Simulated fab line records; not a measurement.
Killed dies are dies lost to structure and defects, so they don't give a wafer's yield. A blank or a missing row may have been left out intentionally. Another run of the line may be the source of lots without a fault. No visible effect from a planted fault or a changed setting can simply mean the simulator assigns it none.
fab line records	flow rit-cmos
[record] lots = 5	wafers = 15	last-day = 6
route steps=202 shown CONTACT@178 M1@184
lots with no fault: from the same line, run without faults
start-h: start of the lot's first displayed wafer, in hours after the record's first day	wait-h: hours elapsed since this lot's preceding step	" the same as in the row above	L1.1+2: one row covering several wafers at once	- no value present, or no start provided	* or withheld: withheld	< > ~ a bound
route shown NAME@n: a module of which the file shows steps, and the number in the route of the first	usual: average and standard deviation across the fault-free wafers	same: alike in all rows	chamber/n: place in a boat	sites: each site's reading	_std_site: the standard deviation of these	_edge_site: the outer-site mean with the inner-site mean subtracted	radius-mm: how far each site lies from the wafer's centre	mask NAME#n: copy n	behind: tool/chamber where the wafer was last shaped	hold: reason for holding the lot/hours on hold/outcome of the hold	device: whichever transistor did not switch (one of n, p or np)	end of line: the tests these same wafers got at the end of their route	a step with no rows: only its recipe	killed: dies lost to structure and defects at the first sort, not the wafer's yield	map: a wafer's dies, x killed, . not, _ none there
set.NAME: the setting that was run; set.NAME@STEP: the one run at that earlier step	model.NAME: the simulator's own value behind a step, which no gauge read
lots at some steps of the route; a table a step, a row a wafer
services: from which hour (start-h, from the record's first day; less than 0 if before it) a tool's chamber was out of use, for how many hours, and why
[[steps]]
[step RIT_CONTACT_HARDBAKE_10]
[recipe] resist = NOVOLAK	temp-c = 140	time-s = 60
[usual] chill-plate-temp-C = 23.02/0.092	resist-line-temp-C = 22.99/0.1
lot.wafer	tool	chamber	start-h	wait-h	chill-plate-temp-C	resist-line-temp-C
L077.2	litho-track-01	0	67.56	0.0	23.07	23.03
L077.5	"	0	"	"	22.99	23.00
L077.6	"	0	"	"	23.06	22.97
L081.2	litho-track-04	0	86.74	0.0	22.99	22.90
L081.3	"	0	"	"	23.03	22.98
L081.4	"	0	"	"	22.99	22.89
L084.3	litho-track-03	0	100.91	0.1	22.98	23.05
L084.4	"	0	"	"	23.10	23.06
L084.5	"	0	"	"	23.03	23.08
L087.1	litho-track-03	0	119.31	0.1	23.16	22.86
L087.3	"	0	"	"	23.09	23.01
L087.6	"	0	"	"	23.12	22.91
L092.1	litho-track-04	0	142.37	0.0	22.97	23.10
L092.3	"	0	"	"	22.90	22.90
L092.6	"	0	"	"	23.02	23.03
[step RIT_CONTACT_ETCH_11]
[recipe] target-depth-a = 4800	over-etch-frac = 0.2	stop-on = TiSi2	chemistry = CHF3/CF4/Ar	target = SiO2	CHF3_flow_sccm = 50	cf4-flow-sccm = 10	Ar_flow_sccm = 100	O2_flow_sccm = 5	pressure-mtorr = 100	rf-w = 200	time-s = 320
[usual] drypump-motor-current-A = 5.8/0.36	mfc-ar-sccm = 99.9/0.33	oes-product-au = 0.993/0.014	rf-fwd-power-W = 199.5/0.63	throttle-valve-pct = 8.84/0.15
lot.wafer	tool	chamber	start-h	wait-h	drypump-motor-current-A	mfc-ar-sccm	oes-product-au	rf-fwd-power-W	rf-hours-counter-h	throttle-valve-pct
L077.2	rie-diel-03	1	67.68	0.1	6.2	100.4	0.999	199.7	139	8.59
L077.5	"	2	"	"	5.3	99.8	1.019	201.1	-	8.96
L077.6	"	3	"	"	5.8	99.6	1.007	199.3	-	8.82
L081.2	rie-diel-03	3	86.87	0.1	5.8	99.7	1.010	201.0	61	8.82
L081.3	"	1	"	"	6.1	100.0	0.992	200.3	139	8.61
L081.4	"	2	"	"	5.3	99.5	1.005	199.4	114	8.95
L084.3	rie-diel-03	0	101.01	0.1	5.7	99.6	0.976	198.3	39	8.96
L084.4	"	3	"	"	5.9	99.7	1.000	199.9	62	8.82
L084.5	"	0	"	"	5.7	99.7	0.986	199.3	-	8.93
L087.1	rie-diel-01	0	119.46	0.1	6.1	100.2	0.996	199.6	150	8.69
L087.3	"	1	"	"	5.8	99.9	0.974	198.4	1	8.88
L087.6	"	1	"	"	5.8	100.1	0.979	198.8	-	8.88
L092.1	rie-diel-03	1	142.52	0.1	6.2	100.0	0.988	200.0	140	8.60
L092.3	"	2	"	"	5.3	100.6	1.007	200.2	115	8.95
L092.6	"	3	"	"	5.8	99.6	1.007	199.4	-	8.82
[step RIT_CONTACT_STRIP_12]
[recipe] chemistry = O2	time-s = 180	resist = NOVOLAK	platen-temp-c = withheld	power-w = 500	pressure-mtorr = 4000	o2-flow-sccm = 4000
[usual] drypump-motor-current-A = 5.4/0.47
lot.wafer	tool	chamber	start-h	wait-h	drypump-motor-current-A	rf-hours-counter-h
L077.2	plasma-asher-04	0	67.88	0.1	5.3	28
L077.5	"	1	"	"	5.7	-
L077.6	"	0	"	"	5.3	-
L081.2	plasma-asher-04	1	87.06	0.1	5.7	30
L081.3	"	1	"	"	5.7	-
L081.4	"	0	"	"	5.3	-
L084.3	plasma-asher-01	0	101.27	0.2	4.6	-
L084.4	"	1	"	"	5.2	-
L084.5	"	1	"	"	5.2	-
L087.1	plasma-asher-04	1	119.66	0.1	5.7	33
L087.3	"	1	"	"	5.7	-
L087.6	"	1	"	"	5.7	-
L092.1	plasma-asher-02	1	142.71	0.1	5.9	3
L092.3	"	0	"	"	5.9	-
L092.6	"	0	"	"	5.9	-
[step RIT_CONTACT_CD_MEAS_90]
[recipe] target-cd-nm = 1000
[usual] cd-nm = 1000.2/1.9
lot.wafer	tool	chamber	start-h	wait-h	cd-nm
L077.2	cd-sem-02	-	68.07	0.1	1002.0
L077.5	"	-	"	"	1002.1
L077.6	"	-	"	"	1001.2
L081.2	cd-sem-02	-	87.26	0.1	1001.9
L081.3	"	-	"	"	1001.6
L081.4	"	-	"	"	1001.2
L084.3	cd-sem-02	-	101.42	0.1	996.9
L084.4	"	-	"	"	997.6
L084.5	"	-	"	"	1000.1
L087.1	cd-sem-01	-	119.83	0.1	994.7
L087.3	"	-	"	"	998.7
L087.6	"	-	"	"	1000.2
L092.1	cd-sem-02	-	142.89	0.1	1001.7
L092.3	"	-	"	"	1000.0
L092.6	"	-	"	"	1000.1
[step RIT_CONTACT_CLEAN_13]
[recipe] chemistry = SC1	mix = 3:3:50	time-s = 600	temp-c = 75
[usual] temp-c = 75.01/0.11
lot.wafer	tool	chamber	start-h	wait-h	temp-c
L077.2	wet-bench-02	1	68.17	0.1	74.91
L077.5	"	1	"	"	74.85
L077.6	"	1	"	"	75.16
L081.2	wet-bench-01	1	87.36	0.1	74.93
L081.3	"	1	"	"	75.14
L081.4	"	1	"	"	75.16
L084.3	wet-bench-03	3	101.50	0.1	75.17
L084.4	"	3	"	"	74.92
L084.5	"	3	"	"	74.98
L087.1	wet-bench-02	0	119.95	0.1	75.08
L087.3	"	0	"	"	75.00
L087.6	"	0	"	"	75.00
L092.1	wet-bench-03	1	143.01	0.1	75.03
L092.3	"	1	"	"	75.02
L092.6	"	1	"	"	74.98
[step RIT_CONTACT_CLEAN_14]
[recipe] chemistry = SC2	mix = 3:3:50	time-s = 600	temp-c = 75	dry = n2-spin
[usual] temp-c = 75.00/0.13
lot.wafer	tool	chamber	start-h	wait-h	temp-c
L077.2	wet-bench-01	0	68.35	0.0	75.04
L077.5	"	0	"	"	75.00
L077.6	"	0	"	"	74.79
L081.2	wet-bench-02	2	87.55	0.0	74.94
L081.3	"	2	"	"	74.95
L081.4	"	2	"	"	74.82
L084.3	wet-bench-02	2	101.68	0.0	75.08
L084.4	"	2	"	"	75.12
L084.5	"	2	"	"	74.88
L087.1	wet-bench-03	2	120.15	0.0	75.03
L087.3	"	2	"	"	75.04
L087.6	"	2	"	"	75.09
L092.1	wet-bench-02	1	143.18	0.0	74.98
L092.3	"	1	"	"	74.97
L092.6	"	1	"	"	75.09
[step RIT_M1_SPUTTER_00]
[recipe] material = Al	target-thk-nm = 400	power-w = 2000	chamber-pressure-pa = 0.4	gas = Ar	time-s = 500	substrate-temp-c = 25
[usual] throttle-valve-pct = 29.9/0.81
lot.wafer	tool	chamber	start-h	wait-h	throttle-valve-pct
L077.2	pvd-sputter-04	-	68.54	0.0	29.7
L077.5	"	-	"	"	29.1
L077.6	"	-	"	"	29.5
L081.2	pvd-sputter-04	-	87.72	0.0	29.0
L081.3	"	-	"	"	29.5
L081.4	"	-	"	"	29.5
L084.3	pvd-sputter-01	-	101.87	0.0	29.8
L084.4	"	-	"	"	29.5
L084.5	"	-	"	"	29.4
L087.1	pvd-sputter-04	-	120.32	0.0	29.6
L087.3	"	-	"	"	29.8
L087.6	"	-	"	"	29.4
L092.1	pvd-sputter-01	-	143.36	0.0	29.5
L092.3	"	-	"	"	31.3
L092.6	"	-	"	"	29.7
[step RIT_M1_RS_MEAS_01]
[recipe] thk-meas-gauge = four-point-probe	reads = Al_of_M1_SPUTTER_00
[usual] M1_AL_RS = 0.0736/0.00061
lot.wafer	tool	chamber	start-h	wait-h	M1_AL_RS[ohm/sq]
L077.2	film-metro-03	-	68.85	0.2	0.0733
L077.5	"	-	"	"	0.0732
L077.6	"	-	"	"	0.0734
L081.2	film-metro-04	-	88.04	0.2	0.0733
L081.3	"	-	"	"	0.0743
L081.4	"	-	"	"	0.0741
L084.3	film-metro-04	-	102.20	0.2	0.0734
L084.4	"	-	"	"	0.0737
L084.5	"	-	"	"	0.0735
L087.1	film-metro-01	-	120.61	0.1	0.0731
L087.3	"	-	"	"	0.0733
L087.6	"	-	"	"	0.0730
L092.1	film-metro-03	-	143.65	0.1	0.0726
L092.3	"	-	"	"	0.0724
L092.6	"	-	"	"	0.0730
[step RIT_M1_THK_MEAS_02]
[recipe] thk-meas-gauge = xrf	reads = Al_of_M1_SPUTTER_00
[usual] M1_AL_THK = 405/4.4
lot.wafer	tool	chamber	start-h	wait-h	M1_AL_THK[nm]
L077.2	film-metro-03	-	68.96	0.1	403
L077.5	"	-	"	"	406
L077.6	"	-	"	"	403
L081.2	film-metro-04	-	88.15	0.1	410
L081.3	"	-	"	"	405
L081.4	"	-	"	"	405
L084.3	film-metro-04	-	102.30	0.1	410
L084.4	"	-	"	"	407
L084.5	"	-	"	"	407
L087.1	film-metro-01	-	120.73	0.1	407
L087.3	"	-	"	"	405
L087.6	"	-	"	"	403
L092.1	film-metro-03	-	143.77	0.1	410
L092.3	"	-	"	"	414
L092.6	"	-	"	"	410
[step RIT_M1_HMDS_03]
[recipe] prime-time-s = 60	prime-temp-c = 140
[usual] chill-plate-temp-C = 23.01/0.1	resist-line-temp-C = 22.98/0.1
lot.wafer	tool	chamber	start-h	wait-h	chill-plate-temp-C	resist-line-temp-C
L077.2	litho-track-03	0	69.04	0.1	23.03	22.93
L077.5	"	0	"	"	22.89	22.92
L077.6	"	0	"	"	22.97	23.04
L081.2	litho-track-02	0	88.22	0.1	23.06	23.05
L081.3	"	0	"	"	23.00	22.89
L081.4	"	0	"	"	23.11	22.79
L084.3	litho-track-04	0	102.39	0.1	23.12	22.93
L084.4	"	0	"	"	23.07	22.90
L084.5	"	0	"	"	22.95	22.86
L087.1	litho-track-02	0	120.79	0.1	22.94	22.80
L087.3	"	0	"	"	22.96	22.93
L087.6	"	0	"	"	22.88	23.04
L092.1	litho-track-03	0	143.83	0.1	22.95	22.87
L092.3	"	0	"	"	23.07	22.91
L092.6	"	0	"	"	23.06	23.12
[step RIT_M1_COAT_04]
[recipe] resist = NOVOLAK	spin-rpm = 2000	resist-thk-nm = 1300
[usual] chill-plate-temp-C = 23.03/0.11	resist-line-temp-C = 23.02/0.12
lot.wafer	tool	chamber	start-h	wait-h	chill-plate-temp-C	resist-line-temp-C
L077.2	litho-track-03	0	69.19	0.1	22.86	22.99
L077.5	"	0	"	"	23.13	23.03
L077.6	"	0	"	"	22.92	23.26
L081.2	litho-track-02	0	88.37	0.1	22.89	23.02
L081.3	"	0	"	"	22.95	23.17
L081.4	"	0	"	"	22.87	23.17
L084.3	litho-track-04	0	102.54	0.1	23.06	22.94
L084.4	"	0	"	"	23.03	22.72
L084.5	"	0	"	"	23.07	22.88
L087.1	litho-track-02	0	120.94	0.1	22.97	23.11
L087.3	"	0	"	"	23.05	23.09
L087.6	"	0	"	"	22.99	23.10
L092.1	litho-track-03	0	143.98	0.1	23.05	22.98
L092.3	"	0	"	"	22.97	22.92
L092.6	"	0	"	"	22.98	23.06
[step RIT_M1_SOFTBAKE_05]
[recipe] resist = NOVOLAK	temp-c = 90	time-s = 61.63
[usual] chill-plate-temp-C = 22.99/0.11	plate-sensor-t-centre-C = 90.970/0.011	plate-sensor-t-edge-C = 91.020/0.01	resist-line-temp-C = 22.99/0.1
lot.wafer	tool	chamber	start-h	wait-h	chill-plate-temp-C	plate-sensor-t-centre-C	plate-sensor-t-edge-C	resist-line-temp-C
L077.2	litho-track-03	0	69.34	0.1	22.98	90.961	91.012	22.88
L077.5	"	0	"	"	23.05	90.967	91.018	23.16
L077.6	"	0	"	"	22.91	90.964	91.021	23.04
L081.2	litho-track-02	0	88.52	0.1	23.16	90.985	91.028	23.01
L081.3	"	0	"	"	23.12	90.980	91.012	22.85
L081.4	"	0	"	"	23.00	90.981	91.007	22.99
L084.3	litho-track-04	0	102.69	0.1	22.99	90.951	91.045	23.01
L084.4	"	0	"	"	23.05	90.977	91.043	23.06
L084.5	"	0	"	"	22.95	90.983	91.037	23.11
L087.1	litho-track-02	0	121.09	0.1	23.05	90.961	91.020	23.00
L087.3	"	0	"	"	22.95	90.965	91.046	22.96
L087.6	"	0	"	"	22.86	90.963	90.999	23.02
L092.1	litho-track-03	0	144.13	0.1	22.88	90.974	91.026	23.11
L092.3	"	0	"	"	22.86	90.970	91.021	22.98
L092.6	"	0	"	"	23.03	90.977	91.026	23.17
[step RIT_M1_EXPOSE_06]
[recipe] mask-id = M12	na = 0.6	source-shape = conventional	sigma-outer = 0.5	target-cd-nm = 2600	dose-mj = 250
lot.wafer	tool	chamber	start-h	wait-h	mask
L077.2+5+6	iline-stepper-02	0	69.61	0.2	M12#0
L081.2+3+4	iline-stepper-01	0	88.67	0.1	M12#0
L084.3+4+5	iline-stepper-02	0	102.83	0.1	M12#0
L087.1+3+6	iline-stepper-01	0	121.37	0.2	M12#0
L092.1+3+6	iline-stepper-01	0	144.28	0.1	M12#0
[step RIT_M1_PEB_07]
[recipe] resist = NOVOLAK	temp-c = withheld	time-s = withheld
[usual] chill-plate-temp-C = *	resist-line-temp-C = *
lot.wafer	tool	chamber	start-h	wait-h	chill-plate-temp-C	resist-line-temp-C
L077.2	litho-track-02	0	69.73	0.1	*	*
L077.5	"	0	"	"	*	*
L077.6	"	0	"	"	*	*
L081.2	litho-track-04	0	88.92	0.2	*	*
L081.3	"	0	"	"	*	*
L081.4	"	0	"	"	*	*
L084.3	litho-track-03	0	102.96	0.1	*	*
L084.4	"	0	"	"	*	*
L084.5	"	0	"	"	*	*
L087.1	litho-track-02	0	121.64	0.2	*	*
L087.3	"	0	"	"	*	*
L087.6	"	0	"	"	*	*
L092.1	litho-track-04	0	144.40	0.1	*	*
L092.3	"	0	"	"	*	*
L092.6	"	0	"	"	*	*
[step RIT_M1_DEVELOP_08]
[recipe] resist = NOVOLAK	develop-time-s = 68	dev-temp-c = 23
[usual] chill-plate-temp-C = 23.01/0.099	resist-line-temp-C = 22.99/0.1
lot.wafer	tool	chamber	start-h	wait-h	chill-plate-temp-C	resist-line-temp-C
L077.2	litho-track-02	0	-	-	22.92	22.80
L077.5	"	0	"	"	22.99	23.04
L077.6	"	0	"	"	23.03	22.86
L081.2	litho-track-04	0	-	-	22.97	22.91
L081.3	"	0	"	"	23.00	22.86
L081.4	"	0	"	"	23.01	22.87
L084.3	litho-track-03	0	-	-	23.03	22.90
L084.4	"	0	"	"	23.08	22.82
L084.5	"	0	"	"	23.04	22.98
L087.1	litho-track-02	0	-	-	23.06	23.03
L087.3	"	0	"	"	23.20	23.14
L087.6	"	0	"	"	22.97	22.96
L092.1	litho-track-04	0	-	-	23.02	23.02
L092.3	"	0	"	"	22.90	23.03
L092.6	"	0	"	"	22.92	22.93
[step RIT_M1_CD_MEAS_09]
[recipe] target-cd-nm = 2600
[usual] cd-nm = 2600.3/2.1
lot.wafer	tool	chamber	start-h	wait-h	cd-nm
L077.2	cd-sem-01	-	70.04	-	2600.8
L077.5	"	-	"	"	2599.2
L077.6	"	-	"	"	2599.2
L081.2	cd-sem-01	-	89.23	-	2601.2
L081.3	"	-	"	"	2600.2
L081.4	"	-	"	"	2599.8
L084.3	cd-sem-01	-	103.26	-	2600.0
L084.4	"	-	"	"	2600.4
L084.5	"	-	"	"	2599.9
L087.1	cd-sem-01	-	121.95	-	2597.3
L087.3	"	-	"	"	2598.0
L087.6	"	-	"	"	2596.2
L092.1	cd-sem-02	-	144.71	-	2603.1
L092.3	"	-	"	"	2602.6
L092.6	"	-	"	"	2602.9
[step RIT_M1_OVL_MEAS_10]
[usual] M1_OVL = -1.4/1.3
lot.wafer	tool	chamber	start-h	wait-h	M1_OVL[nm]
L077.2	overlay-02	-	70.14	0.1	-2.3
L077.5	"	-	"	"	-2.0
L077.6	"	-	"	"	-1.7
L081.2	overlay-02	-	89.33	0.1	0.4
L081.3	"	-	"	"	-2.0
L081.4	"	-	"	"	-1.0
L084.3	overlay-02	-	103.36	0.1	0.6
L084.4	"	-	"	"	-0.6
L084.5	"	-	"	"	-0.7
L087.1	overlay-02	-	122.07	0.1	-0.8
L087.3	"	-	"	"	-2.6
L087.6	"	-	"	"	-2.7
L092.1	overlay-01	-	144.83	0.1	0.3
L092.3	"	-	"	"	0.9
L092.6	"	-	"	"	-1.0
[step RIT_M1_HARDBAKE_11]
[recipe] resist = NOVOLAK	temp-c = 140	time-s = 120
[usual] chill-plate-temp-C = 23.00/0.097	resist-line-temp-C = 22.99/0.11
lot.wafer	tool	chamber	start-h	wait-h	chill-plate-temp-C	resist-line-temp-C
L077.2	litho-track-03	0	70.22	0.1	23.16	22.92
L077.5	"	0	"	"	23.03	22.87
L077.6	"	0	"	"	23.02	22.92
L081.2	litho-track-03	0	89.41	0.1	23.14	23.07
L081.3	"	0	"	"	22.93	23.23
L081.4	"	0	"	"	23.00	23.01
L084.3	litho-track-04	0	103.46	0.1	22.95	23.07
L084.4	"	0	"	"	22.95	23.07
L084.5	"	0	"	"	23.10	23.05
L087.1	litho-track-02	0	122.11	0.0	23.01	22.80
L087.3	"	0	"	"	23.08	22.88
L087.6	"	0	"	"	23.09	22.88
L092.1	litho-track-04	0	144.87	0.0	22.93	23.12
L092.3	"	0	"	"	23.02	23.27
L092.6	"	0	"	"	23.19	23.25
[step RIT_M1_METAL_ETCH_12]
[recipe] stop-on = SiO2	chemistry = Cl2/BCl3	target = Al	time-s = 165	over-etch-frac = 0.5	pressure-mtorr = 100	target-depth-a = 6000	rf-w = 259.8	Cl2_flow_sccm = 60	bcl3-flow-sccm = 50
[usual] drypump-motor-current-A = 5.5/0.37	oes-product-au = 0.775/0.012	rf-fwd-power-W = 258.8/0.84	throttle-valve-pct = 8.26/0.11
lot.wafer	tool	chamber	start-h	wait-h	drypump-motor-current-A	oes-product-au	rf-fwd-power-W	rf-hours-counter-h	throttle-valve-pct
L077.2	rie-metal-04	0	70.42	0.2	4.9	0.765	259.0	2	8.15
L077.5	"	1	"	"	5.8	0.768	259.2	-	8.14
L077.6	"	0	"	"	4.9	0.770	258.5	-	8.16
L081.2	rie-metal-03	1	89.61	0.2	5.6	0.795	258.6	4	8.32
L081.3	"	1	"	"	5.6	0.787	258.9	-	8.33
L081.4	"	0	"	"	5.9	0.769	258.4	-	8.34
L084.3	rie-metal-03	0	103.68	0.2	5.8	0.774	259.3	-	8.34
L084.4	"	1	"	"	5.6	0.794	259.0	-	8.33
L084.5	"	1	"	"	5.6	0.795	259.4	-	8.31
L087.1	rie-metal-03	0	122.36	0.2	5.9	0.776	258.4	5	8.34
L087.3	"	1	"	"	5.6	0.802	258.5	-	8.31
L087.6	"	1	"	"	5.6	0.807	258.2	-	8.33
L092.1	rie-metal-03	0	145.12	0.2	5.8	0.772	259.5	5	8.33
L092.3	"	0	"	"	5.8	0.780	259.8	-	8.34
L092.6	"	1	"	"	5.6	0.799	258.3	-	8.33
[step RIT_M1_STRIP_13]
[recipe] chemistry = nmp	resist = NOVOLAK	temp-c = 80	time-s = 600	dry = n2-spin
[usual] temp-c = 79.98/0.14
lot.wafer	tool	chamber	start-h	wait-h	temp-c
L077.2	wet-bench-02	3	70.59	0.1	80.02
L077.5	"	3	"	"	80.02
L077.6	"	3	"	"	80.00
L081.2	wet-bench-01	2	89.78	0.1	80.09
L081.3	"	2	"	"	80.12
L081.4	"	2	"	"	80.07
L084.3	wet-bench-04	0	103.79	0.1	80.20
L084.4	"	0	"	"	80.31
L084.5	"	0	"	"	80.22
L087.1	wet-bench-02	0	122.52	0.1	80.21
L087.3	"	0	"	"	79.97
L087.6	"	0	"	"	79.94
L092.1	wet-bench-01	2	145.28	0.1	79.82
L092.3	"	2	"	"	79.99
L092.6	"	2	"	"	79.95
[step RIT_M1_STRIP_14]
[recipe] chemistry = O2	time-s = 180	platen-temp-c = withheld	power-w = 500	pressure-mtorr = 4000	o2-flow-sccm = 4000
[usual] drypump-motor-current-A = 5.6/0.48
lot.wafer	tool	chamber	start-h	wait-h	drypump-motor-current-A	rf-hours-counter-h
L077.2	plasma-asher-03	0	70.76	0.0	6.0	41
L077.5	"	0	"	"	5.9	-
L077.6	"	1	"	"	5.9	-
L081.2	plasma-asher-02	0	89.97	0.0	5.9	47
L081.3	"	0	"	"	5.9	-
L081.4	"	1	"	"	5.8	-
L084.3	plasma-asher-02	0	104.03	0.1	5.9	-
L084.4	"	1	"	"	5.8	-
L084.5	"	1	"	"	5.9	-
L087.1	plasma-asher-03	0	122.73	0.0	5.9	46
L087.3	"	1	"	"	5.8	-
L087.6	"	0	"	"	6.0	-
L092.1	plasma-asher-03	1	145.49	0.0	5.8	49
L092.3	"	1	"	"	5.8	-
L092.6	"	0	"	"	5.9	-
[step RIT_M1_CD_MEAS_90]
[recipe] target-cd-nm = 2600
[usual] cd-nm = 2598.3/2.5
lot.wafer	tool	chamber	start-h	wait-h	cd-nm
L077.2	cd-sem-02	-	70.96	0.1	2600.3
L077.5	"	-	"	"	2597.4
L077.6	"	-	"	"	2598.1
L081.2	cd-sem-01	-	90.16	0.1	2597.0
L081.3	"	-	"	"	2598.2
L081.4	"	-	"	"	2596.0
L084.3	cd-sem-02	-	104.18	0.1	2596.8
L084.4	"	-	"	"	2598.7
L084.5	"	-	"	"	2597.4
L087.1	cd-sem-01	-	122.90	0.1	2594.5
L087.3	"	-	"	"	2597.0
L087.6	"	-	"	"	2595.1
L092.1	cd-sem-02	-	145.66	0.1	2601.5
L092.3	"	-	"	"	2600.2
L092.6	"	-	"	"	2601.4
[step RIT_M1_ANNEAL_15]
[recipe] temp-c = 450	time-s = 1800	ambient = forming_gas_H2N2
[usual] spike-tc-load-C = 469/3.7	spike-tc-source-C = 468.2/1.3
lot.wafer	tool	chamber	start-h	wait-h	spike-tc-load-C	spike-tc-source-C
L077.2	-	-	71.06	0.1	472	468.6
L077.5	"	-	"	"	474	468.9
L077.6	"	-	"	"	472	467.8
L081.2	-	-	90.26	0.1	473	468.2
L081.3	"	-	"	"	473	468.1
L081.4	"	-	"	"	473	468.5
L084.3	-	-	104.63	0.4	464	468.6
L084.4	"	-	"	"	463	469.7
L084.5	"	-	"	"	466	469.1
L087.1	-	-	123.02	0.1	471	468.5
L087.3	"	-	"	"	470	467.1
L087.6	"	-	"	"	471	467.5
L092.1	-	-	146.21	0.5	473	468.1
L092.3	"	-	"	"	471	468.7
L092.6	"	-	"	"	473	469.0
[step RIT_M1_BOW_MEAS_16]
[recipe] mode = bow
[usual] M1_BOW = 16/6.3
lot.wafer	tool	chamber	start-h	wait-h	M1_BOW[um]
L077.2	film-metro-03	-	72.58	0.0	24
L077.5	"	-	"	"	7
L077.6	"	-	"	"	12
L081.2	film-metro-03	-	91.78	0.0	16
L081.3	"	-	"	"	23
L081.4	"	-	"	"	9
L084.3	film-metro-01	-	106.17	0.0	22
L084.4	"	-	"	"	17
L084.5	"	-	"	"	6
L087.1	film-metro-03	-	124.52	0.0	19
L087.3	"	-	"	"	8
L087.6	"	-	"	"	9
L092.1	film-metro-03	-	147.71	0.0	25
L092.3	"	-	"	"	20
L092.6	"	-	"	"	14
[step RIT_M1_PROBE_99]
[usual] defect-limited-yield = 97.6/1.2	killed-at-front-end = 6/3.1	killed-dies = 6/3.1	killed-on-rim = 1.7/1.5	killed-open = 3.4/1.9	killed-short = 3.1/2	sort_bin_3_pad_short = 0.1/0.22	sort_bin_5_function = 1.4/0.87	sort_bin_6_memory = 0.9/0.63	sort-n-pass = 258/3.1	sort-yield-pct = 97.6/1.2
[same] gross-dies = 264	killed_at_M0_to_M3 = 0	killed_at_M4_up = 0	killed-at-back-side = 0	killed-at-contacts = 0	killed-at-other = 0
lot.wafer	tool	chamber	start-h	wait-h	defect-limited-yield[%]	killed-at-front-end	killed-dies	killed-on-rim	killed-open	killed-short	sort_bin_3_pad_short[%]	sort_bin_5_function[%]	sort_bin_6_memory[%]	sort-n-pass	sort-yield-pct[%]
L077.2	prober-02	-	72.73	0.1	98.9	3	3	1	1	2	0	1.1	0	261	98.9
L077.5	prober-02	-	72.88	0.2	97.7	6	6	2	3	3	0	1.1	1.1	258	97.7
L077.6	prober-02	-	72.93	0.2	97.3	7	7	2	5	2	0	1.1	1.5	257	97.3
L081.2	prober-02	-	91.93	0.1	96.6	9	9	4	5	4	0.4	2.3	0.8	255	96.6
L081.3	prober-02	-	91.98	0.2	95.5	12	12	3	6	6	0	3.4	1.1	252	95.5
L081.4	prober-02	-	92.03	0.2	98.1	5	5	1	2	3	0	1.9	0	259	98.1
L084.3	prober-01	-	106.35	0.2	95.1	13	13	5	8	5	0.8	1.9	2.3	251	95.1
L084.4	prober-01	-	106.40	0.2	97.7	6	6	2	1	5	0.4	1.1	0.8	258	97.7
L084.5	prober-01	-	106.45	0.2	97.7	6	6	1	2	4	0	0.8	1.5	258	97.7
L087.1	prober-02	-	124.64	0.1	97.0	8	8	1	4	4	0.4	1.9	0.8	256	97.0
L087.3	prober-02	-	124.74	0.2	95.1	13	13	5	9	4	0	3.4	1.5	251	95.1
L087.6	prober-02	-	124.89	0.2	97.0	8	8	2	4	4	0	2.3	0.8	256	97.0
L092.1	prober-01	-	147.83	0.1	97.7	6	6	1	5	1	0.4	0.8	1.1	258	97.7
L092.3	prober-01	-	147.93	0.2	98.1	5	5	0	4	1	0	0.8	1.1	259	98.1
L092.6	prober-01	-	148.08	0.2	98.1	5	5	2	2	3	0.4	1.5	0	259	98.1
// killed by level:class
L077.2 FOX2:geometric-particle:short=1 FOX2:geometric-particle:open=1 GATE:geometric-particle:short=1
L077.5 GATE:geometric-particle:short=2 GATE:geometric-particle:open=1 REOX:geometric-particle:open=1 SPACER:geometric-particle:open=1 SPACER:geometric-particle:short=1
L077.6 GATE:geometric-particle:open=3 FOX2:geometric-particle:open=1 GATE:geometric-particle:short=1 REOX:geometric-particle:short=1 SILICIDE:geometric-particle:open=1
L081.2 GATE:geometric-particle:short=3 GATE:geometric-particle:open=2 REOX:geometric-particle:open=2 FOX2:geometric-particle:open=1 SPACER:geometric-particle:short=1
L081.3 GATE:geometric-particle:open=3 REOX:geometric-particle:short=3 REOX:geometric-particle:open=3 GATE:geometric-particle:short=2 FOX2:geometric-particle:short=1
L081.4 GATE:geometric-particle:short=1 GATE:geometric-particle:open=1 REOX:geometric-particle:short=1 SPACER:geometric-particle:short=1 SPACER:geometric-particle:open=1
L084.3 GATE:geometric-particle:open=7 GATE:geometric-particle:short=2 FOX1:geometric-particle:short=1 SPACER:geometric-particle:open=1 SPACER:geometric-particle:short=1 SILICIDE:geometric-particle:short=1
L084.4 GATE:geometric-particle:short=3 FOX1:geometric-particle:short=1 GATE:geometric-particle:open=1 SILICIDE:geometric-particle:short=1
L084.5 SILICIDE:geometric-particle:short=2 FOX1:geometric-particle:short=1 GATE:geometric-particle:short=1 GATE:geometric-particle:open=1 SILICIDE:geometric-particle:open=1
L087.1 FOX1:geometric-particle:short=2 GATE:geometric-particle:open=2 GATE:geometric-particle:short=2 FOX1:geometric-particle:open=1 REOX:geometric-particle:open=1
L087.3 GATE:geometric-particle:open=4 FOX2:geometric-particle:open=3 FOX2:geometric-particle:short=2 FOX1:geometric-particle:open=1 GATE:geometric-particle:short=1 SILICIDE:geometric-particle:short=1 SILICIDE:geometric-particle:open=1
L087.6 GATE:geometric-particle:short=4 GATE:geometric-particle:open=3 SILICIDE:geometric-particle:open=1
L092.1 FOX1:geometric-particle:open=2 GATE:geometric-particle:open=2 GATE:geometric-particle:short=1 SPACER:geometric-particle:open=1
L092.3 GATE:geometric-particle:open=3 REOX:geometric-particle:open=1 SPACER:geometric-particle:short=1
L092.6 GATE:geometric-particle:open=2 GATE:geometric-particle:short=1 SPACER:geometric-particle:short=1 SILICIDE:geometric-particle:short=1
[[services]]
tool	chamber	start-h	hours	kind
rie-diel-01	1	50.16	-	clean
rie-diel-01	1	50.16	19.1	scheduled-down
rie-diel-01	1	50.16	19.1	vent-cycle
rie-diel-01	-	60.98	4.1	repair
rie-diel-01	-	67.61	0.7	repair
iline-stepper-01	-	90.49	1.7	pm
wet-bench-01	-	102.85	3.5	repair
plasma-asher-02	-	108.75	9.0	pm
plasma-asher-02	0	108.75	9.0	vent-cycle
plasma-asher-02	1	108.75	9.0	vent-cycle
rie-diel-03	0	109.35	9.4	repair
rie-diel-03	1	113.32	8.1	repair
rie-metal-04	-	116.43	1.0	repair
furnace-03	-	117.33	3.8	pm
plasma-asher-02	0	117.75	-	clean
plasma-asher-02	1	117.75	-	clean
iline-stepper-02	-	126.80	1.7	pm
[[key]]
fault none
